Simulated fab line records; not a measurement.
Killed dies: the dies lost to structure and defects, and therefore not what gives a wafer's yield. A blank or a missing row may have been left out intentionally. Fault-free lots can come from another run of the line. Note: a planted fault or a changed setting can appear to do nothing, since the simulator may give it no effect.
fab line records -- flow rit_cmos
record lots=6, wafers=18, last_day=7
route steps=202 shown SILICIDE@163 CONTACT@168 M1@202
lots untouched by any fault: they come from a run of this same line in which no faults occurred
start_h: the number of hours between the record's first day and the start of the first shown wafer of the lot -- wait_h: hours elapsed since this lot's preceding step -- " unchanged from the row above -- L1.1+2: a single row standing in for several wafers -- - value missing, or start not given -- * or withheld: withheld -- < > ~ a bound
route shown NAME@n: NAME is a module with steps in the file, n the number in the route of the first one -- usual: mean/standard deviation taken from wafers without a fault -- same: alike in all rows -- chamber/n: place in a boat -- sites: readings site by site -- _std_site: the values' standard deviation -- _edge_site: the outer-site mean with the inner-site mean subtracted -- radius_mm: for every site, how far away it sits from the centre of the wafer -- mask NAME#n: copy n -- behind: the most recent tool/chamber to have shaped the wafer -- hold: what put the lot on hold/how long, in hours/how the hold closed -- device: the n, p or np transistor that did not switch -- end of line: the tests these same wafers got at the end of their route -- a step without rows: its recipe alone -- killed: at the first sort, the dies lost to defects and structure; wafer yield is something else -- map: a wafer's dies, x killed, . not, _ none there
set.NAME: the run value of the setting; set.NAME@STEP: its run value at that earlier step -- model.NAME: the simulator's own value behind a step, which no gauge read
lots at selected steps of the route; one table per step, one row per wafer
services: from which hour (start_h, from the record's first day; less than 0 if before it) a tool's chamber was out of use, for how many hours, and why
## steps
# step RIT_SILICIDE_RS_MEAS_02
# recipe thk_meas_gauge=four-point-probe, reads=Ti_of_SILICIDE_SPUTTER_01
# usual SILICIDE_TI_RS=48.0/0.67
lot.wafer,tool,chamber,start_h,wait_h,SILICIDE_TI_RS[ohm/sq]
L973.2,film_metro-01,-,84.30,0.1,48.3
L973.3,film_metro-01,-,84.30,0.1,49.3
L973.5,film_metro-01,-,84.30,0.1,48.2
L976.2,film_metro-02,-,101.54,0.1,48.3
L976.4,film_metro-02,-,101.54,0.1,47.9
L976.6,film_metro-02,-,101.54,0.1,47.8
L979.1,film_metro-01,-,116.18,0.1,47.1
L979.4,film_metro-01,-,116.18,0.1,47.6
L979.6,film_metro-01,-,116.18,0.1,47.5
L981.1,film_metro-02,-,126.25,0.1,47.5
L981.2,film_metro-02,-,126.25,0.1,47.9
L981.5,film_metro-02,-,126.25,0.1,48.0
L985.3,film_metro-01,-,145.49,0.1,48.5
L985.4,film_metro-01,-,145.49,0.1,47.8
L985.6,film_metro-01,-,145.49,0.1,48.1
L988.2,film_metro-02,-,160.14,0.1,48.6
L988.4,film_metro-02,-,160.14,0.1,47.6
L988.6,film_metro-02,-,160.14,0.1,47.9
# step RIT_SILICIDE_THK_MEAS_03
# recipe thk_meas_gauge=xrf, reads=Ti_of_SILICIDE_SPUTTER_01
# usual SILICIDE_TI_THK=30.1/0.38
lot.wafer,tool,chamber,start_h,wait_h,SILICIDE_TI_THK[nm]
L973.2,film_metro-01,-,84.41,0.1,29.8
L973.3,film_metro-01,-,84.41,0.1,29.2
L973.5,film_metro-01,-,84.41,0.1,30.1
L976.2,film_metro-02,-,101.65,0.1,30.1
L976.4,film_metro-02,-,101.65,0.1,30.4
L976.6,film_metro-02,-,101.65,0.1,30.4
L979.1,film_metro-01,-,116.30,0.1,30.6
L979.4,film_metro-01,-,116.30,0.1,30.2
L979.6,film_metro-01,-,116.30,0.1,30.4
L981.1,film_metro-02,-,126.37,0.1,30.4
L981.2,film_metro-02,-,126.37,0.1,30.3
L981.5,film_metro-02,-,126.37,0.1,30.1
L985.3,film_metro-01,-,145.59,0.1,29.7
L985.4,film_metro-01,-,145.59,0.1,30.0
L985.6,film_metro-01,-,145.59,0.1,29.9
L988.2,film_metro-02,-,160.25,0.1,30.0
L988.4,film_metro-02,-,160.25,0.1,30.4
L988.6,film_metro-02,-,160.25,0.1,30.3
# step RIT_SILICIDE_RTA_04
# recipe temp_c=650, time_s=10, idle_temp_c=25, ramp_up_s=5, ramp_down_s=5, cool_to_c=25, ambient=N2
# usual anneal_temp_c_max=653.2/1, wafer_temp_C_max=652.6/0.52
lot.wafer,tool,chamber,start_h,wait_h,anneal_temp_c_max,wafer_temp_C_max
L973.2,rtp_anneal-01,0,84.47,0.1,653.2,653.1
L973.3,rtp_anneal-01,0,84.47,0.1,653.6,652.8
L973.5,rtp_anneal-01,0,84.47,0.1,652.6,653.4
L976.2,rtp_anneal-02,0,101.71,0.1,654.7,652.8
L976.4,rtp_anneal-02,0,101.71,0.1,654.6,652.3
L976.6,rtp_anneal-02,0,101.71,0.1,653.9,653.3
L979.1,rtp_anneal-01,0,116.36,0.1,652.1,652.0
L979.4,rtp_anneal-01,0,116.36,0.1,652.0,653.2
L979.6,rtp_anneal-01,0,116.36,0.1,653.0,652.6
L981.1,rtp_anneal-01,0,126.43,0.1,652.5,652.4
L981.2,rtp_anneal-01,0,126.43,0.1,651.6,653.3
L981.5,rtp_anneal-01,0,126.43,0.1,652.4,652.9
L985.3,rtp_anneal-01,0,145.66,0.1,652.3,653.3
L985.4,rtp_anneal-01,0,145.66,0.1,652.5,652.6
L985.6,rtp_anneal-01,0,145.66,0.1,653.1,652.9
L988.2,rtp_anneal-02,0,160.31,0.1,654.3,652.7
L988.4,rtp_anneal-02,0,160.31,0.1,653.0,651.7
L988.6,rtp_anneal-02,0,160.31,0.1,654.2,652.8
# step RIT_SILICIDE_WET_ETCH_05
# recipe chemistry=SPM, target=Ti, temp_c=90, time_s=120, dry=n2_spin
# step RIT_SILICIDE_RTA_06
# recipe temp_c=750, time_s=10, idle_temp_c=25, ramp_up_s=5, ramp_down_s=10, cool_to_c=25, ambient=N2
# usual anneal_temp_c_max=753.9/1.2, wafer_temp_C_max=752.9/0.52
lot.wafer,tool,chamber,start_h,wait_h,anneal_temp_c_max,wafer_temp_C_max
L973.2,rtp_anneal-02,0,84.58,0.0,754.9,752.9
L973.3,rtp_anneal-02,0,84.58,0.0,754.2,752.3
L973.5,rtp_anneal-02,0,84.58,0.0,755.1,753.0
L976.2,rtp_anneal-01,0,101.82,0.0,753.2,753.3
L976.4,rtp_anneal-01,0,101.82,0.0,753.1,752.8
L976.6,rtp_anneal-01,0,101.82,0.0,752.4,752.6
L979.1,rtp_anneal-02,0,116.47,0.0,754.3,753.2
L979.4,rtp_anneal-02,0,116.47,0.0,754.2,753.3
L979.6,rtp_anneal-02,0,116.47,0.0,754.0,753.1
L981.1,rtp_anneal-02,0,126.54,0.0,755.0,753.2
L981.2,rtp_anneal-02,0,126.54,0.0,753.8,752.2
L981.5,rtp_anneal-02,0,126.54,0.0,754.2,752.5
L985.3,rtp_anneal-02,0,145.76,0.0,756.2,753.0
L985.4,rtp_anneal-02,0,145.76,0.0,755.0,752.1
L985.6,rtp_anneal-02,0,145.76,0.0,755.1,753.2
L988.2,rtp_anneal-01,0,160.43,0.0,752.9,752.5
L988.4,rtp_anneal-01,0,160.43,0.0,751.9,753.1
L988.6,rtp_anneal-01,0,160.43,0.0,753.3,753.4
# step RIT_CONTACT_CVD_00
# recipe material=SiO2, target_thk_nm=400, precursor=TEOS, temp_c=390, time_s=61, rf_w=400
# usual heater_power_w=341/65
lot.wafer,tool,chamber,start_h,wait_h,heater_power_w
L973.2,pecvd-01,2,84.64,0.0,409
L973.3,pecvd-01,1,84.64,0.0,356
L973.5,pecvd-01,2,84.64,0.0,429
L976.2,pecvd-01,1,101.88,0.0,348
L976.4,pecvd-01,1,101.88,0.0,337
L976.6,pecvd-01,2,101.88,0.0,440
L979.1,pecvd-01,0,116.53,0.1,298
L979.4,pecvd-01,2,116.53,0.1,418
L979.6,pecvd-01,1,116.53,0.1,256
L981.1,pecvd-04,1,126.61,0.1,335
L981.2,pecvd-04,0,126.61,0.1,249
L981.5,pecvd-04,0,126.61,0.1,270
L985.3,pecvd-01,1,145.83,0.1,314
L985.4,pecvd-01,2,145.83,0.1,392
L985.6,pecvd-01,2,145.83,0.1,412
L988.2,pecvd-01,2,160.48,0.0,439
L988.4,pecvd-01,0,160.48,0.0,249
L988.6,pecvd-01,1,160.48,0.0,310
# step RIT_CONTACT_THK_MEAS_01
# recipe reads=SiO2_of_CONTACT_CVD_00
# usual CONTACT_TEOS_THK=401/4.7
lot.wafer,tool,chamber,start_h,wait_h,CONTACT_TEOS_THK[nm]
L973.2,film_metro-04,-,84.70,0.0,399
L973.3,film_metro-04,-,84.70,0.0,396
L973.5,film_metro-04,-,84.70,0.0,401
L976.2,film_metro-04,-,101.94,0.0,401
L976.4,film_metro-04,-,101.94,0.0,405
L976.6,film_metro-04,-,101.94,0.0,406
L979.1,film_metro-02,-,116.58,0.0,399
L979.4,film_metro-02,-,116.58,0.0,407
L979.6,film_metro-02,-,116.58,0.0,404
L981.1,film_metro-03,-,126.66,0.0,396
L981.2,film_metro-03,-,126.66,0.0,395
L981.5,film_metro-03,-,126.66,0.0,400
L985.3,film_metro-04,-,145.90,0.0,406
L985.4,film_metro-04,-,145.90,0.0,403
L985.6,film_metro-04,-,145.90,0.0,403
L988.2,film_metro-03,-,160.54,0.0,400
L988.4,film_metro-03,-,160.54,0.0,404
L988.6,film_metro-03,-,160.54,0.0,408
# step RIT_CONTACT_HMDS_02
# recipe prime_time_s=60, prime_temp_c=140
# step RIT_CONTACT_COAT_03
# recipe resist=NOVOLAK, spin_rpm=3250, resist_thk_nm=1000
# step RIT_CONTACT_SOFTBAKE_04
# recipe resist=NOVOLAK, temp_c=90, time_s=60
# step RIT_CONTACT_EXPOSE_05
# recipe mask_id=M11, na=0.6, source_shape=conventional, sigma_outer=0.5, target_cd_nm=1000, dose_mj=250
# step RIT_CONTACT_PEB_06
# recipe resist=NOVOLAK, temp_c=withheld, time_s=withheld
# step RIT_CONTACT_DEVELOP_07
# recipe resist=NOVOLAK, develop_time_s=120, dev_temp_c=23
lot.wafer,tool,chamber,start_h,wait_h
L973.2+3+5,litho_track-01,0,85,-
L976.2+4+6,litho_track-03,0,102,-
L979.1+4+6,litho_track-01,0,117,-
L981.1+2+5,litho_track-01,0,127,-
L985.3+4+6,litho_track-03,0,146,-
L988.2+4+6,litho_track-03,0,161,-
# step RIT_CONTACT_CD_MEAS_08
# recipe target_cd_nm=1000
# usual cd_nm=1000.0/2.9
lot.wafer,tool,chamber,start_h,wait_h,hold,cd_nm
L973.2,cd_sem-01,-,85.86,-,-,998.0
L973.3,cd_sem-01,-,85.86,-,-,998.7
L973.5,cd_sem-01,-,85.86,-,-,999.1
L976.2,cd_sem-01,-,102.97,-,-,996.3
L976.4,cd_sem-01,-,102.97,-,-,998.9
L976.6,cd_sem-01,-,102.97,-,-,1000.2
L979.1,cd_sem-02,-,117.61,-,await_dispo/0.2h/release,942.1
L979.4,cd_sem-02,-,117.61,-,await_dispo/0.2h/release,941.5
L979.6,cd_sem-02,-,117.61,-,await_dispo/0.2h/release,940.6
L979.1,cd_sem-02,-,117.90,0.3,-,942.6
L979.4,cd_sem-02,-,117.90,0.3,-,941.6
L979.6,cd_sem-02,-,117.90,0.3,-,940.3
L981.1,cd_sem-02,-,127.69,-,await_dispo/0.2h/release,946.1
L981.2,cd_sem-02,-,127.69,-,await_dispo/0.2h/release,947.4
L981.5,cd_sem-02,-,127.69,-,await_dispo/0.2h/release,949.4
L981.1,cd_sem-02,-,127.97,0.3,-,946.7
L981.2,cd_sem-02,-,127.97,0.3,-,947.7
L981.5,cd_sem-02,-,127.97,0.3,-,949.0
L985.3,cd_sem-02,-,146.95,-,-,999.3
L985.4,cd_sem-02,-,146.95,-,-,1001.5
L985.6,cd_sem-02,-,146.95,-,-,1000.7
L988.2,cd_sem-01,-,161.58,-,-,1001.1
L988.4,cd_sem-01,-,161.58,-,-,1000.9
L988.6,cd_sem-01,-,161.58,-,-,1001.5
# step RIT_CONTACT_OVL_MEAS_09
# usual CONTACT_OVL=-0.5/1.7
lot.wafer,tool,chamber,start_h,wait_h,hold,CONTACT_OVL[nm]
L973.2,overlay-02,-,85.97,0.1,-,-0.5
L973.3,overlay-02,-,85.97,0.1,-,-0.4
L973.5,overlay-02,-,85.97,0.1,-,1.7
L976.2,overlay-02,-,103.08,0.1,-,-0.7
L976.4,overlay-02,-,103.08,0.1,-,-1.5
L976.6,overlay-02,-,103.08,0.1,-,-0.8
L979.1,overlay-01,-,120.16,2.2,await_dispo/2.1h/release,-0.8
L979.4,overlay-01,-,120.16,2.2,await_dispo/2.1h/release,-0.1
L979.6,overlay-01,-,120.16,2.2,await_dispo/2.1h/release,0.0
L981.1,overlay-01,-,131.33,3.3,await_dispo/3.2h/release,-0.9
L981.2,overlay-01,-,131.33,3.3,await_dispo/3.2h/release,-0.9
L981.5,overlay-01,-,131.33,3.3,await_dispo/3.2h/release,-1.6
L985.3,overlay-02,-,147.04,0.1,-,-2.4
L985.4,overlay-02,-,147.04,0.1,-,-2.6
L985.6,overlay-02,-,147.04,0.1,-,-4.3
L988.2,overlay-01,-,161.69,0.1,-,0.5
L988.4,overlay-01,-,161.69,0.1,-,0.7
L988.6,overlay-01,-,161.69,0.1,-,0.2
# step RIT_CONTACT_HARDBAKE_10
# recipe resist=NOVOLAK, temp_c=140, time_s=60
# step RIT_CONTACT_ETCH_11
# recipe target_depth_a=4800, over_etch_frac=0.2, stop_on=TiSi2, chemistry=CHF3/CF4/Ar, target=SiO2, CHF3_flow_sccm=50, cf4_flow_sccm=10, Ar_flow_sccm=100, O2_flow_sccm=5, pressure_mtorr=100, rf_w=200, time_s=320
# usual CHF3_flow_sccm=50.01/0.15, drypump_motor_current_A=5.6/0.67, oes_product_au=0.990/0.014, throttle_valve_pct=8.88/0.12
lot.wafer,tool,chamber,start_h,wait_h,CHF3_flow_sccm,drypump_motor_current_A,oes_product_au,rf_hours_counter_h,throttle_valve_pct,model.CONTACT.cd_nm
L973.2,rie_diel-02,0,86.15,0.1,50.17,6.5,0.991,115,8.60,998
L973.3,rie_diel-02,2,86.15,0.1,50.01,6.1,1.015,92,9.02,998.9
L973.5,rie_diel-02,0,86.15,0.1,49.87,6.4,0.999,-,8.58,999
L976.2,rie_diel-01,1,103.26,0.1,49.84,6.6,1.001,6,8.98,996.9
L976.4,rie_diel-01,2,103.26,0.1,50.00,5.2,0.994,60,8.98,998.6
L976.6,rie_diel-01,3,103.26,0.1,49.86,6.6,0.992,-,8.83,1000
L979.1,rie_diel-01,3,120.38,0.1,50.02,6.6,0.998,1,8.82,942.5
L979.4,rie_diel-01,2,120.38,0.1,49.87,5.2,0.995,60,8.99,941.6
L979.6,rie_diel-01,0,120.38,0.1,50.05,5.1,0.991,-,8.76,940.7
L981.1,rie_diel-02,2,131.74,0.1,50.19,6.0,1.015,93,9.01,946.1
L981.2,rie_diel-02,0,131.74,0.1,49.80,6.4,0.998,116,8.58,947.2
L981.5,rie_diel-02,3,131.74,0.1,49.96,5.7,0.974,-,8.91,949
L985.3,rie_diel-03,2,147.22,0.1,49.86,4.7,0.978,111,8.85,999.5
L985.4,rie_diel-03,3,147.22,0.1,49.92,5.1,0.984,45,8.91,1002
L985.6,rie_diel-03,0,147.22,0.1,50.08,5.8,1.002,-,8.93,1001
L988.2,rie_diel-01,3,161.87,0.1,49.93,6.6,0.989,2,8.83,1001
L988.4,rie_diel-01,1,161.87,0.1,50.08,6.6,1.001,7,8.99,1000
L988.6,rie_diel-01,2,161.87,0.1,49.94,5.2,0.990,-,8.97,1001
# step RIT_CONTACT_STRIP_12
# recipe chemistry=O2, time_s=180, resist=NOVOLAK, platen_temp_c=withheld, power_w=500, pressure_mtorr=4000, o2_flow_sccm=4000
# usual drypump_motor_current_A=5.5/0.39
lot.wafer,tool,chamber,start_h,wait_h,drypump_motor_current_A,rf_hours_counter_h
L973.2,plasma_asher-01,0,86.34,0.1,5.5,45
L973.3,plasma_asher-01,0,86.34,0.1,5.5,-
L973.5,plasma_asher-01,0,86.34,0.1,5.5,-
L976.2,plasma_asher-01,1,103.45,0.1,6.2,47
L976.4,plasma_asher-01,0,103.45,0.1,5.5,-
L976.6,plasma_asher-01,0,103.45,0.1,5.5,-
L979.1,plasma_asher-03,1,120.58,0.1,5.1,50
L979.4,plasma_asher-03,0,120.58,0.1,5.4,-
L979.6,plasma_asher-03,0,120.58,0.1,5.4,-
L981.1,plasma_asher-04,1,131.93,0.1,5.3,34
L981.2,plasma_asher-04,0,131.93,0.1,5.5,34
L981.5,plasma_asher-04,1,131.93,0.1,5.2,-
L985.3,plasma_asher-01,1,147.47,0.2,6.2,-
L985.4,plasma_asher-01,0,147.47,0.2,5.5,-
L985.6,plasma_asher-01,0,147.47,0.2,5.5,-
L988.2,plasma_asher-03,0,162.06,0.1,5.4,54
L988.4,plasma_asher-03,0,162.06,0.1,5.4,-
L988.6,plasma_asher-03,0,162.06,0.1,5.4,-
# step RIT_M1_PROBE_99
# usual killed_at_contacts=0.1/0.31, killed_at_front_end=7/3.1, killed_dies=7/3.1, killed_open=3.3/1.9, killed_short=3.3/2
# same gross_dies=264, killed_at_M0_to_M3=0, killed_at_M4_up=0, killed_at_back_side=0, killed_at_other=0
lot.wafer,tool,chamber,start_h,wait_h,killed_at_contacts,killed_at_front_end,killed_dies,killed_open,killed_short
L973.2,prober-01,-,91.22,0.1,0,6,6,2,4
L973.3,prober-01,-,91.27,0.2,1,3,4,3,1
L973.5,prober-01,-,91.37,0.2,1,5,6,3,3
L981.1,prober-01,-,137.97,0.1,0,0,0,0,0
L981.2,prober-01,-,138.02,0.1,0,3,3,2,1
L981.5,prober-01,-,138.17,0.2,0,6,6,3,3
L979.1,prober-01,-,138.97,0.1,0,7,7,3,4
L979.4,prober-01,-,139.12,0.2,0,4,4,2,2
L979.6,prober-01,-,139.22,0.2,0,8,8,4,4
# killed by level:class
L973.2 GATE:geometric_particle:short=2 FOX2:geometric_particle:open=1 REOX:geometric_particle:open=1 REOX:geometric_particle:short=1 SPACER:geometric_particle:short=1
L973.3 GATE:geometric_particle:open=1 REOX:geometric_particle:short=1 SILICIDE:geometric_particle:open=1 CONTACT:geometric_particle:open=1
L973.5 GATE:geometric_particle:open=1 GATE:geometric_particle:short=1 REOX:geometric_particle:short=1 REOX:geometric_particle:open=1 SPACER:geometric_particle:open=1 CONTACT:geometric_particle:short=1
L981.2 REOX:geometric_particle:short=1 REOX:geometric_particle:open=1 SPACER:geometric_particle:open=1
L981.5 GATE:geometric_particle:short=2 FOX1:geometric_particle:open=1 FOX2:geometric_particle:open=1 GATE:geometric_particle:open=1 REOX:geometric_particle:short=1
L979.1 GATE:geometric_particle:short=2 REOX:geometric_particle:open=2 SILICIDE:geometric_particle:short=1 REOX:geometric_particle:short=1 SILICIDE:geometric_particle:open=1
L979.4 FOX1:geometric_particle:short=1 GATE:geometric_particle:open=1 SPACER:geometric_particle:short=1 SILICIDE:geometric_particle:open=1
L979.6 GATE:geometric_particle:short=3 FOX2:geometric_particle:open=2 GATE:geometric_particle:open=2 SPACER:geometric_particle:short=1
## services
tool,chamber,start_h,hours,kind
pecvd-01,-,75.59,2.3,repair
plasma_asher-01,-,108.75,9.0,pm
plasma_asher-01,0,108.75,9.0,vent_cycle
plasma_asher-01,1,108.75,9.0,vent_cycle
plasma_asher-01,-,111.80,4.2,repair
plasma_asher-01,0,117.75,-,clean
plasma_asher-01,1,117.75,-,clean
rie_diel-01,2,134.59,16.3,repair
pecvd-01,0,142.86,4.2,repair
rie_diel-02,-,159.72,0.4,repair
## key
first_sign step=RIT_CONTACT_CD_MEAS_08, reading=visit, direction=added
effect step=RIT_CONTACT_CD_MEAS_08, reading=cd_nm, direction=down, sigmas=19, usual=1000.0, struck=944.5
model_effect step=RIT_CONTACT_ETCH_11, value=CONTACT.cd_nm, without=1001, struck=944.5
met_at RIT_CONTACT_DEVELOP_07
struck_wafers L979.1,L979.4,L979.6,L981.1,L981.2,L981.5
tester_left_out L979,L981
onset_between 85 117
fault kind=process_parameter_drift, tool=litho_track-01, chamber=-, onset_h=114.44, steps=RIT_CONTACT_DEVELOP_07, channel=develop_time_s, offset=*, shape=step, end_h=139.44, acts_in=*, stated=*
# tester_left_out: of these lots the tester's yield and bins aren't shown, on N5 and GAA mostly nor the transistor test; their killed dies are dies lost to structure and defects alone, not to doping, threshold or leakage, so they don't give the yield
